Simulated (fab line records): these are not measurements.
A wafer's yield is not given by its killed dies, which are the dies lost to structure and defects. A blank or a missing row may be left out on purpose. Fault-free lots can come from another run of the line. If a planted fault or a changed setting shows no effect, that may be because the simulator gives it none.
Which of the tools did it? || flow rit-cmos || 42 wafers from 14 lots sampled at 4 of the route's 202 steps

== WHAT EACH GAUGE READ, for each wafer ==
RIT_SDANNEAL_RS_MEAS_04: uses a four-point probe to measure. Usual: PSD_RS gives 115.8 ohm/sq (standard deviation 0.34).
{"lot": "L625", "measured": "day 3 01:43", "on": "film-metro-04", "PSD_RS (ohm/sq)": "115.5 116.3 116.0", "flag": ""}
{"lot": "L626", "measured": "day 3 07:53", "on": "film-metro-02", "PSD_RS (ohm/sq)": "115.7 116.0 115.8", "flag": ""}
{"lot": "L627", "measured": "day 3 12:00", "on": "film-metro-02", "PSD_RS (ohm/sq)": "115.4 115.5 115.3", "flag": ""}
{"lot": "L628", "measured": "day 3 16:05", "on": "film-metro-04", "PSD_RS (ohm/sq)": "115.7 115.7 115.8", "flag": ""}
{"lot": "L629", "measured": "day 3 22:49", "on": "film-metro-02", "PSD_RS (ohm/sq)": "115.9 116.1 116.1", "flag": ""}
{"lot": "L630", "measured": "day 4 07:21", "on": "film-metro-03", "PSD_RS (ohm/sq)": "115.7 115.7 115.8", "flag": ""}
{"lot": "L632", "measured": "day 4 14:32", "on": "film-metro-03", "PSD_RS (ohm/sq)": "115.8 115.8 115.4", "flag": ""}
{"lot": "L633", "measured": "day 4 22:41", "on": "film-metro-03", "PSD_RS (ohm/sq)": "116.1 115.7 115.5", "flag": ""}
{"lot": "L638", "measured": "day 5 20:20", "on": "film-metro-03", "PSD_RS (ohm/sq)": "115.1 114.7 115.1", "flag": ""}
{"lot": "L639", "measured": "day 6 05:01", "on": "film-metro-02", "PSD_RS (ohm/sq)": "116.1 116.3 116.3", "flag": ""}
{"lot": "L643", "measured": "day 6 23:17", "on": "film-metro-03", "PSD_RS (ohm/sq)": "115.5 116.0 116.0", "flag": ""}
{"lot": "L645", "measured": "day 7 10:53", "on": "film-metro-04", "PSD_RS (ohm/sq)": "116.0 116.6 116.3", "flag": ""}
{"lot": "L647", "measured": "day 7 20:07", "on": "film-metro-02", "PSD_RS (ohm/sq)": "115.9 115.9 116.0", "flag": ""}
{"lot": "L648", "measured": "day 8 01:50", "on": "film-metro-03", "PSD_RS (ohm/sq)": "116.2 116.1 115.9", "flag": ""}

RIT_CONTACT_OVL_MEAS_09. Usual: CONTACT_OVL gives -0.8 nm (standard deviation 1.7).
{"lot": "L625", "measured": "day 3 04:04", "on": "overlay-02", "CONTACT_OVL (nm)": "1.3 -1.4 0.1", "flag": ""}
{"lot": "L626", "measured": "day 3 10:09", "on": "overlay-02", "CONTACT_OVL (nm)": "-3.7 -4.6 -4.0", "flag": ""}
{"lot": "L627", "measured": "day 3 14:12", "on": "overlay-01", "CONTACT_OVL (nm)": "1.4 1.2 2.6", "flag": ""}
{"lot": "L628", "measured": "day 3 18:20", "on": "overlay-02", "CONTACT_OVL (nm)": "-3.7 -3.2 -2.6", "flag": ""}
{"lot": "L629", "measured": "day 4 01:13", "on": "overlay-02", "CONTACT_OVL (nm)": "3.2 0.3 -0.1", "flag": ""}
{"lot": "L630", "measured": "day 4 09:48", "on": "overlay-02", "CONTACT_OVL (nm)": "-0.8 -2.0 -1.1", "flag": ""}
{"lot": "L632", "measured": "day 4 16:46", "on": "overlay-02", "CONTACT_OVL (nm)": "-1.0 -2.8 -2.6", "flag": ""}
{"lot": "L633", "measured": "day 5 00:53", "on": "overlay-01", "CONTACT_OVL (nm)": "-3.2 -0.8 -1.6", "flag": ""}
{"lot": "L638", "measured": "day 5 22:31", "on": "overlay-02", "CONTACT_OVL (nm)": "-2.3 -0.9 -1.0", "flag": ""}
{"lot": "L639", "measured": "day 6 07:21", "on": "overlay-01", "CONTACT_OVL (nm)": "1.2 1.5 -0.6", "flag": ""}
{"lot": "L643", "measured": "day 7 01:40", "on": "overlay-01", "CONTACT_OVL (nm)": "0.9 0.3 -1.8", "flag": ""}
{"lot": "L645", "measured": "day 7 13:13", "on": "overlay-02", "CONTACT_OVL (nm)": "-1.6 -1.0 -0.8", "flag": ""}
{"lot": "L647", "measured": "day 7 22:19", "on": "overlay-02", "CONTACT_OVL (nm)": "0.7 1.0 1.5", "flag": ""}
{"lot": "L648", "measured": "day 8 04:10", "on": "overlay-02", "CONTACT_OVL (nm)": "-1.8 1.0 -1.1", "flag": ""}

== EACH LOT AND THE TOOL THAT RAN IT (in order: tool; ch and the chambers of the sampled wafers; start) ==
{"lot": "L625", "RIT_PLDD_STRIP_09": "plasma-asher-01 ch 0,1, day 2 19:20", "RIT_PSD_STRIP_09": "plasma-asher-03 ch 0,1, day 3 00:50"}
{"lot": "L626", "RIT_PLDD_STRIP_09": "plasma-asher-01 ch 0,1, day 3 01:44", "RIT_PSD_STRIP_09": "plasma-asher-01 ch 0,1, day 3 07:12"}
{"lot": "L627", "RIT_PLDD_STRIP_09": "plasma-asher-03 ch 0,1, day 3 05:31", "RIT_PSD_STRIP_09": "plasma-asher-01 ch 0,1, day 3 11:16"}
{"lot": "L628", "RIT_PLDD_STRIP_09": "plasma-asher-01 ch 0,1, day 3 09:53", "RIT_PSD_STRIP_09": "plasma-asher-03 ch 0,1, day 3 15:23"}
{"lot": "L629", "RIT_PLDD_STRIP_09": "plasma-asher-03 ch 0,1, day 3 16:19", "RIT_PSD_STRIP_09": "plasma-asher-02 ch 0,1, day 3 22:10"}
{"lot": "L630", "RIT_PLDD_STRIP_09": "plasma-asher-03 ch 0,1, day 4 01:08", "RIT_PSD_STRIP_09": "plasma-asher-01 ch 0,1, day 4 06:38"}
{"lot": "L632", "RIT_PLDD_STRIP_09": "plasma-asher-01 ch 0,1, day 4 08:07", "RIT_PSD_STRIP_09": "plasma-asher-03 ch 0,1, day 4 13:46"}
{"lot": "L633", "RIT_PLDD_STRIP_09": "plasma-asher-03 ch 0,1, day 4 15:35", "RIT_PSD_STRIP_09": "plasma-asher-03 ch 0,1, day 4 22:02"}
{"lot": "L638", "RIT_PLDD_STRIP_09": "plasma-asher-01 ch 0,1, day 5 12:43", "RIT_PSD_STRIP_09": "plasma-asher-01 ch 0,1, day 5 19:40"}
{"lot": "L639", "RIT_PLDD_STRIP_09": "plasma-asher-03 ch 0,1, day 5 22:44", "RIT_PSD_STRIP_09": "plasma-asher-01 ch 0,1, day 6 04:19"}
{"lot": "L643", "RIT_PLDD_STRIP_09": "plasma-asher-01 ch 0,1, day 6 15:52", "RIT_PSD_STRIP_09": "plasma-asher-02 ch 0,1, day 6 22:35"}
{"lot": "L645", "RIT_PLDD_STRIP_09": "plasma-asher-03 ch 0,1, day 7 04:43", "RIT_PSD_STRIP_09": "plasma-asher-03 ch 0,1, day 7 10:14"}
{"lot": "L647", "RIT_PLDD_STRIP_09": "plasma-asher-03 ch 0,1, day 7 13:46", "RIT_PSD_STRIP_09": "plasma-asher-02 ch 0,1, day 7 19:28"}
{"lot": "L648", "RIT_PLDD_STRIP_09": "plasma-asher-03 ch 0,1, day 7 19:18", "RIT_PSD_STRIP_09": "plasma-asher-03 ch 0,1, day 8 01:11"}
- RIT_PLDD_STRIP_09: strips in O2, time 180 s.
- RIT_PSD_STRIP_09: strips in O2, time 180 s.

== WHAT THE TOOLS THEMSELVES READ (means of the sampled wafers that have a number; where no wafer has one, the mark that the record gives instead) ==
RIT_PLDD_STRIP_09. Usual: drypump-motor-current-A reads 5.8 A (standard deviation 0.5).
{"lot": "L625", "tool": "plasma-asher-01", "drypump-motor-current-A (A)": 6.2, "flag": ""}
{"lot": "L626", "tool": "plasma-asher-01", "drypump-motor-current-A (A)": 6.2, "flag": ""}
{"lot": "L627", "tool": "plasma-asher-03", "drypump-motor-current-A (A)": 5.6, "flag": ""}
{"lot": "L628", "tool": "plasma-asher-01", "drypump-motor-current-A (A)": 6.0, "flag": ""}
{"lot": "L629", "tool": "plasma-asher-03", "drypump-motor-current-A (A)": 5.7, "flag": ""}
{"lot": "L630", "tool": "plasma-asher-03", "drypump-motor-current-A (A)": 5.6, "flag": ""}
{"lot": "L632", "tool": "plasma-asher-01", "drypump-motor-current-A (A)": 6.1, "flag": ""}
{"lot": "L633", "tool": "plasma-asher-03", "drypump-motor-current-A (A)": 6.0, "flag": ""}
{"lot": "L638", "tool": "plasma-asher-01", "drypump-motor-current-A (A)": 6.1, "flag": ""}
{"lot": "L639", "tool": "plasma-asher-03", "drypump-motor-current-A (A)": 5.7, "flag": ""}
{"lot": "L643", "tool": "plasma-asher-01", "drypump-motor-current-A (A)": 6.1, "flag": ""}
{"lot": "L645", "tool": "plasma-asher-03", "drypump-motor-current-A (A)": 6.0, "flag": ""}
{"lot": "L647", "tool": "plasma-asher-03", "drypump-motor-current-A (A)": 5.7, "flag": ""}
{"lot": "L648", "tool": "plasma-asher-03", "drypump-motor-current-A (A)": 5.6, "flag": ""}

RIT_PSD_STRIP_09. Usual: drypump-motor-current-A reads 6.0 A (standard deviation 0.48).
{"lot": "L625", "tool": "plasma-asher-03", "drypump-motor-current-A (A)": 6.0, "flag": ""}
{"lot": "L626", "tool": "plasma-asher-01", "drypump-motor-current-A (A)": 6.0, "flag": ""}
{"lot": "L627", "tool": "plasma-asher-01", "drypump-motor-current-A (A)": 5.9, "flag": ""}
{"lot": "L628", "tool": "plasma-asher-03", "drypump-motor-current-A (A)": 6.0, "flag": ""}
{"lot": "L629", "tool": "plasma-asher-02", "drypump-motor-current-A (A)": 6.3, "flag": ""}
{"lot": "L630", "tool": "plasma-asher-01", "drypump-motor-current-A (A)": 6.1, "flag": ""}
{"lot": "L632", "tool": "plasma-asher-03", "drypump-motor-current-A (A)": 5.7, "flag": ""}
{"lot": "L633", "tool": "plasma-asher-03", "drypump-motor-current-A (A)": 6.0, "flag": ""}
{"lot": "L638", "tool": "plasma-asher-01", "drypump-motor-current-A (A)": 6.0, "flag": ""}
{"lot": "L639", "tool": "plasma-asher-01", "drypump-motor-current-A (A)": 6.1, "flag": ""}
{"lot": "L643", "tool": "plasma-asher-02", "drypump-motor-current-A (A)": 6.0, "flag": ""}
{"lot": "L645", "tool": "plasma-asher-03", "drypump-motor-current-A (A)": 5.7, "flag": ""}
{"lot": "L647", "tool": "plasma-asher-02", "drypump-motor-current-A (A)": 6.0, "flag": ""}
{"lot": "L648", "tool": "plasma-asher-03", "drypump-motor-current-A (A)": 5.7, "flag": ""}

== THE ANSWER, worked out from the rows above alone ==
Rule: take the mean of a lot's wafers that have a number; if it is more than 3 standard deviations from the usual mean, the lot is off. A lot without any number at a reading at which 4 lots or more have one is off too. The other lots that the step has rows for count as sound. First the gauges in route order, then the tools' own readings, where a lot's mean is used as printed above. At the first step where some lot is off, the reading lying furthest off is the one used; lots without a number count as furthest.
No lot is off on any of the readings shown, so nothing can be concluded from this.

== WHAT HAD BEEN PUT IN BY THE SIMULATOR ==
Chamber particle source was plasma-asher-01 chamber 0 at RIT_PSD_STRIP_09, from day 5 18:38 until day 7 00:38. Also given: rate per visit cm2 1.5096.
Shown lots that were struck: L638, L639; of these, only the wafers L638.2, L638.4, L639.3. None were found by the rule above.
